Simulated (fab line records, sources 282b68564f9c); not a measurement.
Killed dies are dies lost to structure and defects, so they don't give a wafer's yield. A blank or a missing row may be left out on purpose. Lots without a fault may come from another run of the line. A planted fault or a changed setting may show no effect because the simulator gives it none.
A struck lot beside a sound one | flow rit_cmos | 14 steps out of a route of 202
Sound: wafers L559.1, L559.2, L559.4. Struck: wafers L549.1, L549.4, L549.6. The cause comes at the end.
At each step with rows: each side's tool, then ch and its chambers, then its first start. Under that, the readings that differ: sound wafers | struck wafers | difference of the means | sigmas: that difference in standard deviations of wafers without a fault.
alike: readings whose means differ by less than 2 such deviations, and words and numbers that are the same on both sides. not compared: withheld readings, readings that some wafer has no value for, bounds like >300 that may hide the same value, and numbers for which the record gives no deviation and whose values overlap.
The two part at a step that has a row with sigmas, a row that says differs or no value, or rows on one side only. Numbers that don't overlap but have no deviation are shown without sigmas and don't part them. A reading that every wafer of one side lacks parts them only if that side has two wafers or more.

first, 4 steps without rows for these wafers: RIT_NSD_SOFTBAKE_02 (time 60 s); RIT_NSD_EXPOSE_03 (exposes mask M9, target cd 40700 nm); RIT_NSD_PEB_04; RIT_NSD_DEVELOP_05 (develop time 50 s).
RIT_NSD_OVL_MEAS_06:
  sound on overlay-02, day 5 17:58; struck on overlay-01, day 3 16:08
  alike: NSD_OVL
then, 2 steps without rows for these wafers: RIT_NSD_HARDBAKE_07 (time 60 s); RIT_NSD_IMPLANT_08.
RIT_NSD_STRIP_09: strips in O2, time 180 s.
  sound on plasma_asher-01 ch 0,1, day 5 18:19; struck on plasma_asher-01 ch 0,1, day 3 16:28
  alike: drypump_motor_current_A, o2_flow_sccm
  not compared: rf_hours_counter_h
RIT_NSD_TW_MEAS_10:
  sound on film_metro-04, day 5 18:29; struck on film_metro-04, day 3 16:38
  alike: NSD_TW
then, 3 steps without rows for these wafers: RIT_PSD_HMDS_00 (prime time 60 s); RIT_PSD_COAT_01 (resist thk 1000 nm); RIT_PSD_SOFTBAKE_02 (time 60 s).
RIT_PSD_EXPOSE_03: exposes mask M10, target cd 40900 nm.
  sound on iline_stepper-02 ch 0, day 5 18:59; struck on iline_stepper-02, day 3 17:10
  no value came back on the struck wafers for exposure_dose_mJ_cm2, focus_offset_nm (nm); on the sound wafers exposure_dose_mJ_cm2 reads 250.05 250.23 249.96
  alike: mask
then, 1 step without rows for these wafers: RIT_PSD_PEB_04.

WHERE THEY PART
Only at RIT_PSD_EXPOSE_03, within this record.

WHY: what the simulator had put in
Skipped step whole: iline_stepper-02, from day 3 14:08 on, at RIT_PSD_EXPOSE_03. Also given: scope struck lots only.
